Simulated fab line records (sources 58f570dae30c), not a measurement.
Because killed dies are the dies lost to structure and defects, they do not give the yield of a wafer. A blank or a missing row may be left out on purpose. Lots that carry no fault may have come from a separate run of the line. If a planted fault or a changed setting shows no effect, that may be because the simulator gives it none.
fab line records + flow berkeleyCmos170
[record]
- lots = 15
- wafers = 45
- lastDay = 12
route steps=331 shown NVT@111 CONTACT@235 V2@308 M3@325
lots untouched by any fault: they come from a run of this same line in which no faults occurred
startH: hours from the record's opening day to when the first of the lot's shown wafers began + waitH: hours since the lot's step before + " repeats the value in the row above + L1.1+2: one row covering several wafers at once + - either no value or no given start + * or withheld: withheld + < > ~ a bound
route shown NAME@n: NAME is a module with steps in the file, n the number in the route of the first one + usual: average and standard deviation across the fault-free wafers + same: alike in all rows + chamber/n: place in a boat + sites: the reading at each site + _std_site: the values' standard deviation + _edge_site: the outer-site mean with the inner-site mean subtracted + radiusMm: how far each site lies from the wafer's centre + mask NAME#n: copy n + behind: tool/chamber where the wafer was last shaped + hold: what put the lot on hold/how long, in hours/how the hold closed + device: the transistor (n, p or np) that didn't switch + end of line: the tests these same wafers got at the end of their route + where a step has no rows: the recipe by itself + killed: the dies lost at the first sort to structure and to defects; this is not the yield of the wafer + map: shows each die of a wafer: x if killed, . if not, _ if none is there
set.NAME: setting as actually run; set.NAME@STEP: the setting as run at that earlier step + model.NAME: the simulator's own value behind a step, which no gauge read
steps of the route over a sample of lots; a table a step, a row a wafer
services: a tool's chamber out of use, with start hour (startH, from the record's first day; less than 0 if before it), hours out, and reason
[[steps]]
[step UCB170_NVT_IMPLANT_07]
[recipe]
- species = BF2
- doseCm2 = 3e+12
- energyKev = 50
- tiltDeg = 7
[usual]
- doseIonsCm2 = 3e+12/3.4e+09
- faradayCurrentUA = 9.53/0.18
| lot.wafer | tool         | chamber | startH | waitH | doseIonsCm2 | faradayCurrentUA |
|-----------|--------------|---------|--------|-------|-------------|------------------|
| L997.1    | implanter-03 | 0       | 99.82  | 0.0   | 3e+12       | 9.54             |
| L997.3    | "            | 0       | "      | "     | 3.001e+12   | 9.70             |
| L997.5    | "            | 0       | "      | "     | 2.999e+12   | 9.39             |
| L998.1    | implanter-02 | 0       | 111.60 | 0.0   | 3.002e+12   | 9.24             |
| L998.2    | "            | 0       | "      | "     | 3.002e+12   | 9.84             |
| L998.6    | "            | 0       | "      | "     | 2.998e+12   | 9.80             |
| L100.1    | implanter-02 | 0       | 125.76 | 0.0   | 2.998e+12   | 9.31             |
| L100.3    | "            | 0       | "      | "     | 2.998e+12   | 9.37             |
| L100.5    | "            | 0       | "      | "     | 2.99e+12    | 9.99             |
| L101.1    | implanter-03 | 0       | 133.59 | 0.0   | 2.992e+12   | 9.47             |
| L101.2    | "            | 0       | "      | "     | 3.004e+12   | 9.28             |
| L101.6    | "            | 0       | "      | "     | 3.001e+12   | 9.28             |
| L102.1    | implanter-04 | 0       | 133.87 | 0.0   | 3.004e+12   | 9.47             |
| L102.5    | "            | 0       | "      | "     | 3.001e+12   | 9.73             |
| L102.6    | "            | 0       | "      | "     | 2.998e+12   | 9.41             |
| L103.2    | implanter-02 | 0       | 133.89 | 0.0   | 3.003e+12   | 9.75             |
| L103.5    | "            | 0       | "      | "     | 3.004e+12   | 9.63             |
| L103.6    | "            | 0       | "      | "     | 2.998e+12   | 9.46             |
| L104.1    | implanter-02 | 0       | 148.06 | 0.0   | 3.002e+12   | 9.91             |
| L104.4    | "            | 0       | "      | "     | 3.001e+12   | 9.45             |
| L104.6    | "            | 0       | "      | "     | 3e+12       | 9.46             |
| L105.1    | implanter-04 | 0       | 158.86 | 0.0   | 3.003e+12   | 9.37             |
| L105.4    | "            | 0       | "      | "     | 3e+12       | 9.75             |
| L105.5    | "            | 0       | "      | "     | 2.999e+12   | 9.56             |
| L111.3    | implanter-02 | 0       | 181.14 | 0.1   | 3.482e+12   | 11.26            |
| L111.5    | "            | 0       | "      | "     | 3.483e+12   | 11.21            |
| L111.6    | "            | 0       | "      | "     | 3.483e+12   | 11.09            |
| L112.2    | implanter-02 | 0       | 190.25 | 0.0   | 3.477e+12   | 11.16            |
| L112.4    | "            | 0       | "      | "     | 3.476e+12   | 10.84            |
| L112.6    | "            | 0       | "      | "     | 3.479e+12   | 10.90            |
| L115.1    | implanter-04 | 0       | 198.35 | 0.0   | 2.996e+12   | 9.63             |
| L115.3    | "            | 0       | "      | "     | 2.998e+12   | 9.75             |
| L115.6    | "            | 0       | "      | "     | 2.998e+12   | 9.34             |
| L116.2    | implanter-02 | 0       | 211.74 | 0.0   | 3.477e+12   | 10.95            |
| L116.5    | "            | 0       | "      | "     | 3.48e+12    | 10.76            |
| L116.6    | "            | 0       | "      | "     | 3.478e+12   | 11.24            |
| L117.2    | implanter-03 | 0       | 212.01 | 0.0   | 3.006e+12   | 9.56             |
| L117.4    | "            | 0       | "      | "     | 2.992e+12   | 9.56             |
| L117.6    | "            | 0       | "      | "     | 3.007e+12   | 9.39             |
| L119.3    | implanter-03 | 0       | 221.48 | 0.1   | 3.003e+12   | 9.57             |
| L119.5    | "            | 0       | "      | "     | 2.999e+12   | 9.57             |
| L119.6    | "            | 0       | "      | "     | 2.999e+12   | 9.52             |
| L120.3    | implanter-04 | 0       | 221.74 | 0.1   | 3.002e+12   | 9.38             |
| L120.4    | "            | 0       | "      | "     | 3.001e+12   | 9.07             |
| L120.5    | "            | 0       | "      | "     | 3.002e+12   | 9.69             |
[step UCB170_NVT_TW_MEAS_09]
[usual]
- NVT_TW = 519/4.2
| lot.wafer | tool         | chamber | startH | waitH | hold                    | NVT_TW |
|-----------|--------------|---------|--------|-------|-------------------------|--------|
| L997.1    | filmMetro-04 | -       | 100.07 | 0.1   | -                       | 521    |
| L997.3    | "            | -       | "      | "     | -                       | 515    |
| L997.5    | "            | -       | "      | "     | -                       | 519    |
| L998.1    | filmMetro-03 | -       | 111.85 | 0.1   | -                       | 522    |
| L998.2    | "            | -       | "      | "     | -                       | 521    |
| L998.6    | "            | -       | "      | "     | -                       | 519    |
| L100.1    | filmMetro-03 | -       | 126.01 | 0.1   | -                       | 520    |
| L100.3    | "            | -       | "      | "     | -                       | 518    |
| L100.5    | "            | -       | "      | "     | -                       | 522    |
| L101.1    | filmMetro-03 | -       | 133.84 | 0.1   | -                       | 519    |
| L101.2    | "            | -       | "      | "     | -                       | 518    |
| L101.6    | "            | -       | "      | "     | -                       | 519    |
| L102.1    | filmMetro-01 | -       | 134.12 | 0.1   | -                       | 513    |
| L102.5    | "            | -       | "      | "     | -                       | 515    |
| L102.6    | "            | -       | "      | "     | -                       | 510    |
| L103.2    | filmMetro-03 | -       | 134.18 | 0.1   | -                       | 518    |
| L103.5    | "            | -       | "      | "     | -                       | 519    |
| L103.6    | "            | -       | "      | "     | -                       | 517    |
| L104.1    | filmMetro-04 | -       | 148.31 | 0.1   | -                       | 519    |
| L104.4    | "            | -       | "      | "     | -                       | 519    |
| L104.6    | "            | -       | "      | "     | -                       | 521    |
| L105.1    | filmMetro-04 | -       | 159.11 | 0.1   | -                       | 520    |
| L105.4    | "            | -       | "      | "     | -                       | 519    |
| L105.5    | "            | -       | "      | "     | -                       | 520    |
| L111.3    | filmMetro-01 | -       | 181.36 | 0.1   | awaitDispo/0.2h/release | 535    |
| L111.5    | "            | -       | "      | "     | awaitDispo/0.2h/release | 539    |
| L111.6    | "            | -       | "      | "     | awaitDispo/0.2h/release | 537    |
| L111.3    | filmMetro-01 | -       | 181.59 | 0.2   | -                       | 537    |
| L111.5    | "            | -       | "      | "     | -                       | 536    |
| L111.6    | "            | -       | "      | "     | -                       | 538    |
| L112.2    | filmMetro-03 | -       | 190.48 | 0.1   | awaitDispo/0.2h/release | 547    |
| L112.4    | "            | -       | "      | "     | awaitDispo/0.2h/release | 545    |
| L112.6    | "            | -       | "      | "     | awaitDispo/0.2h/release | 545    |
| L112.2    | filmMetro-03 | -       | 190.71 | 0.2   | -                       | 545    |
| L112.4    | "            | -       | "      | "     | -                       | 547    |
| L112.6    | "            | -       | "      | "     | -                       | 547    |
| L115.1    | filmMetro-04 | -       | 198.60 | 0.1   | -                       | 523    |
| L115.3    | "            | -       | "      | "     | -                       | 525    |
| L115.6    | "            | -       | "      | "     | -                       | 523    |
| L116.2    | filmMetro-01 | -       | 211.97 | 0.1   | awaitDispo/0.2h/release | 537    |
| L116.5    | "            | -       | "      | "     | awaitDispo/0.2h/release | 540    |
| L116.6    | "            | -       | "      | "     | awaitDispo/0.2h/release | 539    |
| L116.2    | filmMetro-01 | -       | 212.20 | 0.2   | -                       | 538    |
| L116.5    | "            | -       | "      | "     | -                       | 537    |
| L116.6    | "            | -       | "      | "     | -                       | 538    |
| L117.2    | filmMetro-01 | -       | 212.24 | 0.1   | -                       | 516    |
| L117.4    | "            | -       | "      | "     | -                       | 511    |
| L117.6    | "            | -       | "      | "     | -                       | 513    |
| L119.3    | filmMetro-03 | -       | 221.70 | 0.1   | -                       | 520    |
| L119.5    | "            | -       | "      | "     | -                       | 520    |
| L119.6    | "            | -       | "      | "     | -                       | 519    |
| L120.3    | filmMetro-01 | -       | 221.96 | 0.1   | -                       | 513    |
| L120.4    | "            | -       | "      | "     | -                       | 515    |
| L120.5    | "            | -       | "      | "     | -                       | 517    |
[step UCB170_CONTACT_STRIP_19]
[recipe]
- chemistry = O2
- powerW = 400
- pressureMtorr = 3500
- platenTempC = withheld
- o2FlowSccm = 400
- overashFraction = 0.5
[usual]
- drypumpMotorCurrentA = 5.7/0.51
- oesProductAu = 0.725/0.0049
| lot.wafer | tool           | chamber | startH | waitH | drypumpMotorCurrentA | oesProductAu | rfHoursCounterH |
|-----------|----------------|---------|--------|-------|----------------------|--------------|-----------------|
| L997.1    | plasmaAsher-01 | 1       | 133.22 | -     | 5.6                  | 0.726        | 47              |
| L997.3    | "              | 0       | "      | "     | 5.0                  | 0.726        | -               |
| L997.5    | "              | 0       | "      | "     | 5.0                  | 0.727        | -               |
| L998.1    | plasmaAsher-03 | 0       | 147.31 | -     | 6.1                  | 0.729        | 1               |
| L998.2    | "              | 1       | "      | "     | 4.9                  | 0.725        | 1               |
| L998.6    | "              | 1       | "      | "     | 4.9                  | 0.720        | -               |
| L100.1    | plasmaAsher-03 | 0       | 159.14 | -     | 6.1                  | 0.729        | 2               |
| L100.3    | "              | 0       | "      | "     | 6.1                  | 0.730        | -               |
| L100.5    | "              | 1       | "      | "     | 4.9                  | 0.715        | -               |
| L101.1    | plasmaAsher-02 | 1       | 170.49 | -     | 6.1                  | 0.724        | 38              |
| L101.2    | "              | 0       | "      | "     | 6.1                  | 0.731        | 38              |
| L101.6    | "              | 0       | "      | "     | 6.0                  | 0.717        | -               |
| L102.1    | plasmaAsher-01 | 0       | 170.73 | -     | 5.0                  | 0.722        | 52              |
| L102.5    | "              | 1       | "      | "     | 5.5                  | 0.729        | -               |
| L102.6    | "              | 0       | "      | "     | 5.0                  | 0.717        | -               |
| L103.2    | plasmaAsher-01 | 1       | 172.02 | -     | 5.5                  | 0.734        | 52              |
| L103.5    | "              | 1       | "      | "     | 5.6                  | 0.729        | -               |
| L103.6    | "              | 0       | "      | "     | 5.0                  | 0.725        | -               |
| L104.1    | plasmaAsher-02 | 1       | 187.19 | -     | 6.1                  | 0.725        | 40              |
| L104.4    | "              | 0       | "      | "     | 6.0                  | 0.730        | -               |
| L104.6    | "              | 0       | "      | "     | 6.1                  | 0.727        | -               |
| L105.1    | plasmaAsher-01 | 0       | 194.12 | -     | 5.0                  | 0.733        | 54              |
| L105.4    | "              | 1       | "      | "     | 5.6                  | 0.727        | -               |
| L105.5    | "              | 0       | "      | "     | 5.0                  | 0.730        | -               |
| L111.3    | plasmaAsher-03 | 0       | 218.42 | -     | 6.1                  | 0.719        | -               |
| L111.5    | "              | 1       | "      | "     | 4.9                  | 0.727        | -               |
| L111.6    | "              | 0       | "      | "     | 6.1                  | 0.725        | -               |
| L112.2    | plasmaAsher-03 | 0       | 227.17 | -     | 6.1                  | 0.719        | 10              |
| L112.4    | "              | 1       | "      | "     | 4.9                  | 0.712        | -               |
| L112.6    | "              | 0       | "      | "     | 6.1                  | 0.726        | -               |
| L115.1    | plasmaAsher-03 | 0       | 234.82 | -     | 6.1                  | 0.726        | 10              |
| L115.3    | "              | 1       | "      | "     | 4.9                  | 0.725        | -               |
| L115.6    | "              | 1       | "      | "     | 4.9                  | 0.719        | -               |
| L117.2    | plasmaAsher-03 | 1       | 244.72 | -     | 4.9                  | 0.719        | 12              |
| L117.4    | "              | 0       | "      | "     | 6.1                  | 0.729        | -               |
| L117.6    | "              | 0       | "      | "     | 6.0                  | 0.723        | -               |
| L116.2    | plasmaAsher-01 | 1       | 245.27 | -     | 5.5                  | 0.728        | 60              |
| L116.5    | "              | 0       | "      | "     | 5.0                  | 0.729        | -               |
| L116.6    | "              | 1       | "      | "     | 5.6                  | 0.721        | -               |
| L119.3    | plasmaAsher-02 | 1       | 260.20 | -     | 6.1                  | 0.728        | -               |
| L119.5    | "              | 0       | "      | "     | 6.0                  | 0.722        | -               |
| L119.6    | "              | 1       | "      | "     | 6.1                  | 0.725        | -               |
| L120.3    | plasmaAsher-03 | 0       | 260.48 | -     | 6.0                  | 0.738        | -               |
| L120.4    | "              | 1       | "      | "     | 4.9                  | 0.732        | -               |
| L120.5    | "              | 1       | "      | "     | 4.9                  | 0.721        | -               |
[step UCB170_V2_CD_MEAS_90]
[recipe]
- targetCdNm = 700
[usual]
- cdNm = 700.0/1.8
| lot.wafer | tool     | chamber | startH | waitH | cdNm  |
|-----------|----------|---------|--------|-------|-------|
| L997.1    | cdSem-02 | -       | 149.66 | 0.1   | 699.0 |
| L997.3    | "        | -       | "      | "     | 700.8 |
| L997.5    | "        | -       | "      | "     | 699.6 |
| L998.1    | cdSem-01 | -       | 162.23 | 0.1   | 700.5 |
| L998.2    | "        | -       | "      | "     | 698.5 |
| L998.6    | "        | -       | "      | "     | 699.1 |
| L100.1    | cdSem-02 | -       | 174.72 | 0.1   | 703.4 |
| L100.3    | "        | -       | "      | "     | 699.8 |
| L100.5    | "        | -       | "      | "     | 700.8 |
| L101.1    | cdSem-01 | -       | 186.30 | 0.1   | 698.4 |
| L101.2    | "        | -       | "      | "     | 695.2 |
| L101.6    | "        | -       | "      | "     | 697.6 |
| L103.2    | cdSem-02 | -       | 186.60 | 0.1   | 702.1 |
| L103.5    | "        | -       | "      | "     | 703.5 |
| L103.6    | "        | -       | "      | "     | 703.1 |
| L102.1    | cdSem-01 | -       | 186.90 | 0.1   | 700.5 |
| L102.5    | "        | -       | "      | "     | 698.7 |
| L102.6    | "        | -       | "      | "     | 697.8 |
| L104.1    | cdSem-02 | -       | 203.64 | 0.1   | 699.3 |
| L104.4    | "        | -       | "      | "     | 699.8 |
| L104.6    | "        | -       | "      | "     | 700.0 |
| L105.1    | cdSem-02 | -       | 210.63 | 0.1   | 701.1 |
| L105.4    | "        | -       | "      | "     | 701.2 |
| L105.5    | "        | -       | "      | "     | 702.2 |
| L111.3    | cdSem-02 | -       | 232.87 | 0.1   | 696.6 |
| L111.5    | "        | -       | "      | "     | 695.9 |
| L111.6    | "        | -       | "      | "     | 695.3 |
| L112.2    | cdSem-02 | -       | 243.19 | 0.1   | 698.1 |
| L112.4    | "        | -       | "      | "     | 698.3 |
| L112.6    | "        | -       | "      | "     | 698.5 |
| L115.1    | cdSem-01 | -       | 248.02 | 0.1   | 700.4 |
| L115.3    | "        | -       | "      | "     | 701.1 |
| L115.6    | "        | -       | "      | "     | 701.1 |
| L117.2    | cdSem-02 | -       | 260.09 | 0.1   | 699.4 |
| L117.4    | "        | -       | "      | "     | 700.6 |
| L117.6    | "        | -       | "      | "     | 699.7 |
| L116.2    | cdSem-01 | -       | 260.37 | 0.1   | 698.9 |
| L116.5    | "        | -       | "      | "     | 698.6 |
| L116.6    | "        | -       | "      | "     | 699.5 |
| L120.3    | cdSem-02 | -       | 275.00 | 0.1   | 701.5 |
| L120.4    | "        | -       | "      | "     | 701.4 |
| L120.5    | "        | -       | "      | "     | 699.5 |
| L119.3    | cdSem-01 | -       | 275.24 | 0.1   | 701.0 |
| L119.5    | "        | -       | "      | "     | 698.2 |
| L119.6    | "        | -       | "      | "     | 699.5 |
[step UCB170_M3_OVL_MEAS_16]
[usual]
- M3_OVL = 0/6.8
| lot.wafer | tool       | chamber | startH | waitH | M3_OVL[nm] |
|-----------|------------|---------|--------|-------|------------|
| L997.1    | overlay-01 | -       | 152.25 | 0.1   | 2          |
| L997.3    | "          | -       | "      | "     | -2         |
| L997.5    | "          | -       | "      | "     | 2          |
| L998.1    | overlay-02 | -       | 164.49 | 0.1   | 6          |
| L998.2    | "          | -       | "      | "     | 7          |
| L998.6    | "          | -       | "      | "     | 8          |
| L100.1    | overlay-01 | -       | 177.31 | 0.1   | -1         |
| L100.3    | "          | -       | "      | "     | 6          |
| L100.5    | "          | -       | "      | "     | 5          |
| L101.1    | overlay-02 | -       | 189.09 | 0.1   | -3         |
| L101.2    | "          | -       | "      | "     | -3         |
| L101.6    | "          | -       | "      | "     | 3          |
| L103.2    | overlay-02 | -       | 189.65 | 0.1   | 7          |
| L103.5    | "          | -       | "      | "     | 3          |
| L103.6    | "          | -       | "      | "     | 4          |
| L102.1    | overlay-01 | -       | 189.77 | 0.1   | 11         |
| L102.5    | "          | -       | "      | "     | 11         |
| L102.6    | "          | -       | "      | "     | 7          |
| L104.1    | overlay-02 | -       | 206.24 | 0.1   | 5          |
| L104.4    | "          | -       | "      | "     | -6         |
| L104.6    | "          | -       | "      | "     | -5         |
| L105.1    | overlay-02 | -       | 213.09 | 0.1   | -4         |
| L105.4    | "          | -       | "      | "     | -2         |
| L105.5    | "          | -       | "      | "     | -1         |
| L111.3    | overlay-01 | -       | 235.18 | 0.1   | -11        |
| L111.5    | "          | -       | "      | "     | -7         |
| L111.6    | "          | -       | "      | "     | -9         |
| L112.2    | overlay-02 | -       | 246.43 | 0.1   | -11        |
| L112.4    | "          | -       | "      | "     | -9         |
| L112.6    | "          | -       | "      | "     | -5         |
| L115.1    | overlay-02 | -       | 250.42 | 0.1   | 1          |
| L115.3    | "          | -       | "      | "     | -1         |
| L115.6    | "          | -       | "      | "     | -2         |
| L117.2    | overlay-01 | -       | 262.45 | 0.1   | 4          |
| L117.4    | "          | -       | "      | "     | 6          |
| L117.6    | "          | -       | "      | "     | 12         |
| L116.2    | overlay-01 | -       | 263.05 | 0.1   | -2         |
| L116.5    | "          | -       | "      | "     | -1         |
| L116.6    | "          | -       | "      | "     | -1         |
| L120.3    | overlay-01 | -       | 277.85 | 0.1   | 5          |
| L120.4    | "          | -       | "      | "     | 2          |
| L120.5    | "          | -       | "      | "     | 0          |
| L119.3    | overlay-02 | -       | 278.13 | 0.1   | -5         |
| L119.5    | "          | -       | "      | "     | -7         |
| L119.6    | "          | -       | "      | "     | -4         |
[[services]]
| tool           | chamber | startH | hours | kind      |
|----------------|---------|--------|-------|-----------|
| implanter-04   | -       | 84.51  | 5.1   | pm        |
| implanter-02   | -       | 88.51  | 1.6   | repair    |
| implanter-02   | -       | 99.85  | 5.7   | pm        |
| plasmaAsher-03 | -       | 108.75 | 9.0   | pm        |
| plasmaAsher-03 | 0       | 108.75 | 9.0   | ventCycle |
| plasmaAsher-03 | 1       | 108.75 | 9.0   | ventCycle |
| plasmaAsher-03 | 0       | 117.75 | -     | clean     |
| plasmaAsher-03 | 1       | 117.75 | -     | clean     |
| plasmaAsher-03 | -       | 126.91 | 15.6  | pm        |
| plasmaAsher-02 | -       | 157.02 | 1.9   | repair    |
| plasmaAsher-02 | -       | 157.98 | 4.2   | repair    |
| implanter-02   | -       | 171.41 | 3.4   | repair    |
| plasmaAsher-02 | -       | 199.51 | 5.9   | repair    |
[[key]]
[firstSign]
- step = UCB170_NVT_IMPLANT_07
- reading = doseIonsCm2
- direction = up
- sigmas = 99+
- usual = 3e+12
- struck = 3.479e+12
[effect]
- step = UCB170_NVT_IMPLANT_07
- reading = faradayCurrentUA
- direction = up
- sigmas = 8.3
- usual = 9.53
- struck = 11.05
[effect]
- step = UCB170_NVT_TW_MEAS_09
- reading = visit
- direction = added
[effect]
- step = UCB170_NVT_TW_MEAS_09
- reading = NVT_TW
- direction = up
- sigmas = 5.2
- usual = 519
- struck = 541
metAt UCB170_NVT_IMPLANT_07
struckLots L111,L112,L116
testerLeftOut L111,L112,L116
notActingAt UCB170_CONTACT_STRIP_19,UCB170_V2_CD_MEAS_90,UCB170_M3_OVL_MEAS_16
onsetBetween 148.06 181.14
[fault]
- kind = processParameterDrift
- tool = implanter-02
- chamber = -
- onsetH = 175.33
- steps = UCB170_NVT_IMPLANT_07
- channel = doseCm2
- offset = 4.8e+11
- shape = step
- endH = 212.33
- actsIn = theseRecipesOnly
- stated = 3e+12
// testerLeftOut: of these lots the tester's yield and bins aren't shown, on N5 and GAA mostly nor the transistor test; their killed dies are dies lost to structure and defects alone, not to doping, threshold or leakage, so they don't give the yield
